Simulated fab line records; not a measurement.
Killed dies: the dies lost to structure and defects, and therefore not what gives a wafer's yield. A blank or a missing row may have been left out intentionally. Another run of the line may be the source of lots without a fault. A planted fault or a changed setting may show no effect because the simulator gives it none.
Comparing a struck lot with a sound one	flow rit_cmos	15 out of 202 route steps
Sound: wafers L466.3, L466.4, L466.6. Wafers struck: L479.1, L479.4, L479.5. Last of all comes the cause.
Per side, at each step with rows, come the tool, then ch with its chambers, and then its first start. Under that, the readings that differ: sound wafers	struck wafers	difference of the means	sigmas: that difference in standard deviations of wafers without a fault.
alike: words and numbers the same on both sides, and readings whose means are apart by under 2 such deviations; not compared: readings that were withheld, readings missing a value for some wafer, numbers with overlapping values and no deviation given by the record, and bounds like >300 which may hide the same value.
The two part at a step that has a row with sigmas, a row that says differs or no value, or rows on one side only. When numbers do not overlap yet have no deviation, they are printed without sigmas and do not part them. A reading that every wafer of one side lacks parts them only if that side has two wafers or more.

first, 2 steps without rows for these wafers: RIT_ACTIVE_CLEAN_17 (cleans in SC2, time 600 s); RIT_FOX1_OXIDATION_00 (target thk 350.7 nm, ox time 1130 s).
RIT_FOX1_THK_MEAS_01:
  sound: film_metro-04 at day 2 07:58; struck: film_metro-02 at day 5 02:38
  alike: FOX1_OXIDE_THK
then, 2 steps without rows for these wafers: RIT_FOX1_WET_ETCH_02 (etches SiO2 in BOE, target depth 350 nm, time 390 s); RIT_FOX2_OXIDATION_00 (target thk 350.7 nm, ox time 1130 s).
RIT_FOX2_THK_MEAS_01:
  sound: film_metro-04 at day 2 09:27; struck: film_metro-04 at day 5 04:19
  alike: FOX2_OXIDE_THK
then, 2 steps without rows for these wafers: RIT_FOX2_CLEAN_02 (cleans in dHF, time 180 s); RIT_FOX2_WET_ETCH_03 (etches Si3N4 in H3PO4, target depth 195 nm, time 2700 s).
RIT_FOX2_THK_MEAS_90:
  sound: film_metro-04 at day 2 10:20; struck: film_metro-02 at day 5 05:12
  alike: FIELD_OXIDE_LEFT_1_THK
then, 3 steps without rows for these wafers: RIT_NWELL_HMDS_00 (prime time 60 s); RIT_NWELL_COAT_01 (resist thk 1300 nm); RIT_NWELL_SOFTBAKE_02 (time 60 s).
RIT_NWELL_EXPOSE_03: exposes mask M2, target cd 43900 nm.
  sound on iline_stepper-02 ch 0, day 2 10:59; struck on iline_stepper-01 ch 0, day 5 05:43
reading	sound	struck	difference	sigmas
model.NWELL.overlay_x_nm (nm)	0.5732 0.5732 0.5732	0.9991 0.9991 0.9991	+0.4259	
  alike: mask, exposure_dose_mJ_cm2
then, 1 step without rows for these wafers: RIT_NWELL_PEB_04.
RIT_M1_PROBE_99:
  the record has rows for the sound wafers here (prober-01, day 4 00:00) and none for the struck ones

== WHERE THEY PART ==
RIT_M1_PROBE_99 only, going by this record.

WHY: what the simulator had put in
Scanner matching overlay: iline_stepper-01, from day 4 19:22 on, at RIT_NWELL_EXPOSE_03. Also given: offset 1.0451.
